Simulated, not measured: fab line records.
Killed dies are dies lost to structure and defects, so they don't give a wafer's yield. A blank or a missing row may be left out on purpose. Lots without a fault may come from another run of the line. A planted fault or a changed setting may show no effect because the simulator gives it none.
Code-filled problem report in 8D (eight disciplines) form | flow berkeley cmos170 | the parts of the form that need people (team, actions taken, sign-off) are left out

1. PROBLEM STATEMENT
Wafers without a fault read 56.80 W, standard deviation 0.046; heater power total W at UCB170_M3_SOFTBAKE_06 reads a mean of 60.26 W on 6 wafers belonging to 2 lots. Relative to the usual mean, that is a shift of +75 standard deviations.
The step: time 60 s.
First seen on wafer L464.1, day 9 05:28, on litho track-04. The record has a number at this step for 42 wafers belonging to 14 lots. By rule, "out" or "out of limits" means more than 4 standard deviations away from the usual mean. Any other wafer with a number is counted as sound.

2. WHAT IT IS, AND WHAT IT ISN'T
question                    | is                                 | is not
which readings at this step | heater power total W, run length s | -
which lots                  | L464, L467                         | L458, L459, L460, L461, L462, L463, L470, L472, L478, L479, L480, L481
which wafers of those lots  | all that have a number             | -
read on which tools         | litho track-04                     | litho track-01, litho track-02
when                        | from day 9 05:28                   | up to then (18 sound wafers); but 18 sound wafers of L470, L472, L478, L479, L480, L481 came after

3. THE SUSPECTS, EACH WITH WHAT RULES IT OUT
Counting: a tool at any process step up to the reading remains a suspect when it ran all the lots that are out and ran no sound lot after the first of those.
- rtp anneal-01 at UCB170_CONTACT_RTA_08 (time 10 s): ruled out as a lasting fault. The sound lots L470, L472 went through it after L464, its earliest lot that is out (day 8 12:49).
- litho track-04 at UCB170_M3_SOFTBAKE_06 (time 60 s): ruled out as a lasting fault. The sound lots L479, L481 went through it after L464, its earliest lot that is out (day 9 05:28).
Left after counting: nothing in the record.

4. THE CAUSE (what the simulator had put in)
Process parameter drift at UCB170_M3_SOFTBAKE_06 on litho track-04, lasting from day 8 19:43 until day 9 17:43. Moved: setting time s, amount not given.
Counting ruled it out, wrongly.

5. THE EFFECT CHAIN, in route order
Each row: a reading whose mean over the struck wafers that have a number lies more than 3 standard deviations from the usual. Only readings whose record carries a usual standard deviation are examined. hours: median over the lots of the time between each lot's start at the first step of this table that gives one and its start at this step. sigmas: the change, counted in usual standard deviations.
hours | step                  | reading              | usual   | on struck wafers | change | sigmas
0     | UCB170_M3_SOFTBAKE_06 | heater power total W | 56.80 W | 60.26            | +3.46  | +75
0     | UCB170_M3_SOFTBAKE_06 | run length s         | 89.16 s | 77.92            | -11.24 | -39
Here are the process steps it includes:
- UCB170_M3_SOFTBAKE_06: time 60 s.
Later measuring or inspecting steps at which every struck wafer that the step has a row for has a number for every such reading, and none has moved that far: UCB170_M3_BOW_MEAS_20.

6. WHAT WOULD HAVE CAUGHT IT SOONER
In this record no reading fell out of limits until day 9 05:28, 10 hours after the fault had begun at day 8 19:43.
